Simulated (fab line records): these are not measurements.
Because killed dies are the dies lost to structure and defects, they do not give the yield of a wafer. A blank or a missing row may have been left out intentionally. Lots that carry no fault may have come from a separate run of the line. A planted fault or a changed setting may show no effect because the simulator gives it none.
Which tool did it?	flow ritCmos	15 lots with 45 wafers sampled at 5 steps, on a route of 202 steps

== WHAT THE GAUGES READ, wafer by wafer ==
RIT_PWELL_OVL_MEAS_06. Usual: PWELL_OVL gives 0.1 nm (standard deviation 1.6).
lot	measured	on	PWELL_OVL (nm)	flag
L239	day 1 22:48	overlay-02	2.2 2.0 3.8	
L240	day 2 03:46	overlay-02	-1.1 -3.1 -2.6	
L241	day 2 09:14	overlay-02	-1.1 -0.2 -1.0	
L243	day 2 19:55	overlay-02	0.1 -2.3 -0.9	
L244	day 3 00:12	overlay-02	0.3 0.4 0.0	
L246	day 3 09:43	overlay-01	1.8 3.6 -0.1	
L247	day 3 13:49	overlay-02	1.9 1.1 1.5	
L248	day 3 20:24	overlay-02	0.9 0.8 -0.8	
L249	day 3 23:44	overlay-01	-2.4 -1.2 -0.8	
L250	day 4 04:59	overlay-02	-0.4 0.5 -1.1	
L252	day 4 15:41	overlay-01	241.1 240.7 241.6	OFF
L254	day 5 01:35	overlay-01	240.4 240.7 241.1	OFF
L256	day 5 11:10	overlay-01	237.9 238.4 237.6	OFF
L259	day 6 02:09	overlay-01	0.8 2.2 0.2	
L262	day 6 17:13	overlay-01	3.7 3.1 1.4	

RIT_PLDD_OVL_MEAS_06. Usual: PLDD_OVL gives -0.2 nm (standard deviation 1.6).
lot	measured	on	PLDD_OVL (nm)	flag
L239	day 2 21:52	overlay-02	-1.8 -1.5 -2.2	
L240	day 2 23:57	overlay-01	0.3 1.4 1.2	
L241	day 3 06:41	overlay-01	1.0 0.5 1.0	
L243	day 3 16:29	overlay-02	3.0 1.4 3.3	
L244	day 3 20:28	overlay-01	0.7 0.6 0.5	
L246	day 4 06:44	overlay-01	0.8 -0.4 -1.7	
L247	day 4 10:41	overlay-01	0.1 -0.7 0.7	
L248	day 4 16:57	overlay-01	-1.2 0.9 -2.2	
L249	day 4 20:38	overlay-01	2.1 0.6 0.2	
L250	day 5 01:53	overlay-01	-0.9 -2.1 -1.5	
L252	day 5 12:38	overlay-01	0.5 0.9 0.8	
L254	day 5 21:57	overlay-01	4.5 3.2 3.2	
L256	day 6 08:40	overlay-01	-2.9 -3.0 -2.6	
L259	day 7 00:14	overlay-01	-2.1 -1.8 -0.6	
L262	day 7 13:04	overlay-01	0.2 0.2 1.4	

RIT_SDANNEAL_RS_MEAS_04: measurement is done with a four-point probe. Usual: PSD_RS gives 116.07 ohm/sq (standard deviation 0.27).
lot	measured	on	PSD_RS (ohm/sq)	flag
L239	day 3 04:31	filmMetro-02	116.35 116.31 116.43	
L240	day 3 06:24	filmMetro-02	116.19 116.21 116.01	
L241	day 3 13:01	filmMetro-02	116.44 116.49 116.23	
L243	day 3 23:14	filmMetro-02	116.03 116.07 116.14	
L244	day 4 02:55	filmMetro-01	116.23 115.94 116.23	
L246	day 4 13:08	filmMetro-02	116.03 115.85 116.11	
L247	day 4 17:20	filmMetro-02	116.32 116.16 116.75	
L248	day 4 23:34	filmMetro-03	116.02 116.17 115.95	
L249	day 5 04:04	filmMetro-03	116.26 116.47 116.27	
L250	day 5 09:04	filmMetro-03	115.95 116.11 116.37	
L252	day 5 19:08	filmMetro-02	116.46 116.17 116.19	
L254	day 6 04:17	filmMetro-03	115.47 115.84 115.27	
L256	day 6 15:02	filmMetro-03	115.99 115.88 115.83	
L259	day 7 06:51	filmMetro-03	115.81 116.15 116.07	
L262	day 7 19:44	filmMetro-02	116.42 116.45 116.58	

== WHICH TOOL RAN EACH LOT (tool, then ch and the chambers of the sampled wafers, then the start) ==
lot	RIT_PWELL_EXPOSE_03	RIT_PWELL_STRIP_09
L239	ilineStepper-02 ch 0, day 1 22:23	plasmaAsher-03 ch 0,1, day 1 23:17
L240	ilineStepper-02 ch 0, day 2 03:20	plasmaAsher-03 ch 0,1, day 2 04:12
L241	ilineStepper-01 ch 0, day 2 08:48	plasmaAsher-03 ch 0,1, day 2 09:40
L243	ilineStepper-02 ch 0, day 2 19:29	plasmaAsher-04 ch 0,1, day 2 20:20
L244	ilineStepper-01 ch 0, day 2 23:47	plasmaAsher-03 ch 0,1, day 3 00:38
L246	ilineStepper-01 ch 0, day 3 09:18	plasmaAsher-03 ch 0,1, day 3 10:11
L247	ilineStepper-01 ch 0, day 3 13:23	plasmaAsher-03 ch 0,1, day 3 14:14
L248	ilineStepper-02 ch 0, day 3 20:00	plasmaAsher-03 ch 0,1, day 3 20:53
L249	ilineStepper-02 ch 0, day 3 23:19	plasmaAsher-03 ch 0, day 4 00:11
L250	ilineStepper-02 ch 0, day 4 04:32	plasmaAsher-03 ch 0,1, day 4 05:29
L252	ilineStepper-01 ch 0, day 4 15:17	plasmaAsher-04 ch 0,1, day 4 16:10
L254	ilineStepper-01 ch 0, day 5 01:09	plasmaAsher-02 ch 0,1, day 5 02:01
L256	ilineStepper-01 ch 0, day 5 10:44	plasmaAsher-02 ch 0,1, day 5 11:39
L259	ilineStepper-02 ch 0, day 6 01:37	plasmaAsher-04 ch 0,1, day 6 02:35
L262	ilineStepper-02 ch 0, day 6 16:47	plasmaAsher-03 ch 0,1, day 6 17:39
- RIT_PWELL_EXPOSE_03: exposes mask M3, target cd 43700 nm.
- RIT_PWELL_STRIP_09: strips in O2, time 180 s.

== WHAT THE TOOLS THEMSELVES READ (means of the sampled wafers that have a number; where no wafer has one, the mark that the record gives instead) ==
RIT_PWELL_EXPOSE_03. Usual: exposureDoseMJCm2 249.98, standard deviation 0.26; focusOffsetNm -0.1 nm, standard deviation 0.52.
lot	tool	exposureDoseMJCm2	focusOffsetNm (nm)	flag
L239	ilineStepper-02	249.84	0.6	
L240	ilineStepper-02	250.03	-0.2	
L241	ilineStepper-01	250.13	0.1	
L243	ilineStepper-02	249.91	0.2	
L244	ilineStepper-01	249.79	0.3	
L246	ilineStepper-01	249.79	-0.3	
L247	ilineStepper-01	249.85	0.0	
L248	ilineStepper-02	250.04	0.0	
L249	ilineStepper-02	250.15	0.2	
L250	ilineStepper-02	249.94	-0.7	
L252	ilineStepper-01	250.50	-0.6	
L254	ilineStepper-01	249.86	-0.2	
L256	ilineStepper-01	250.16	-0.1	
L259	ilineStepper-02	250.22	-0.3	
L262	ilineStepper-02	249.85	-0.3	

RIT_PWELL_STRIP_09. Usual: drypumpMotorCurrentA 5.6 A, standard deviation 0.57.
lot	tool	drypumpMotorCurrentA (A)	flag
L239	plasmaAsher-03	5.2	
L240	plasmaAsher-03	5.2	
L241	plasmaAsher-03	5.7	
L243	plasmaAsher-04	5.7	
L244	plasmaAsher-03	5.7	
L246	plasmaAsher-03	5.6	
L247	plasmaAsher-03	5.2	
L248	plasmaAsher-03	5.2	
L249	plasmaAsher-03	4.7	
L250	plasmaAsher-03	5.2	
L252	plasmaAsher-04	5.9	
L254	plasmaAsher-02	5.6	
L256	plasmaAsher-02	5.6	
L259	plasmaAsher-04	6.0	
L262	plasmaAsher-03	5.2	

== THE ANSWER, worked out from the rows above alone ==
Rule: lot off if the mean of its wafers having a number is beyond 3 standard deviations from the usual mean. A lot without any number at a reading at which 4 lots or more have one is off too. Any other lot the step has rows for is counted as sound. Order of review: gauges by route order, followed by the tools' own readings, for which a lot's mean as printed above is used. At the first step where some lot is off, the reading lying furthest off is the one used; lots without a number count as furthest.
Off: L252, L254, L256, seen at RIT_PWELL_OVL_MEAS_06 (PWELL_OVL).
A tool fits if, at a process step before that reading, it ran every lot that is off, and no sound lot after the first of them. The gauges at RIT_PWELL_OVL_MEAS_06 are tried like those tools. One fits: ilineStepper-01 at RIT_PWELL_EXPOSE_03. A fault onset in the window from L247 (day 3 13:23, its last sound lot) to L252 (day 4 15:17, its first lot off) fits.

== WHAT THE SIMULATOR PUT IN ==
Scanner matching overlay: ilineStepper-01, from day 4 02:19 on, at RIT_PWELL_EXPOSE_03. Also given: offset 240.
Lots struck among those shown: L252, L254, L256. The rule above found the same.
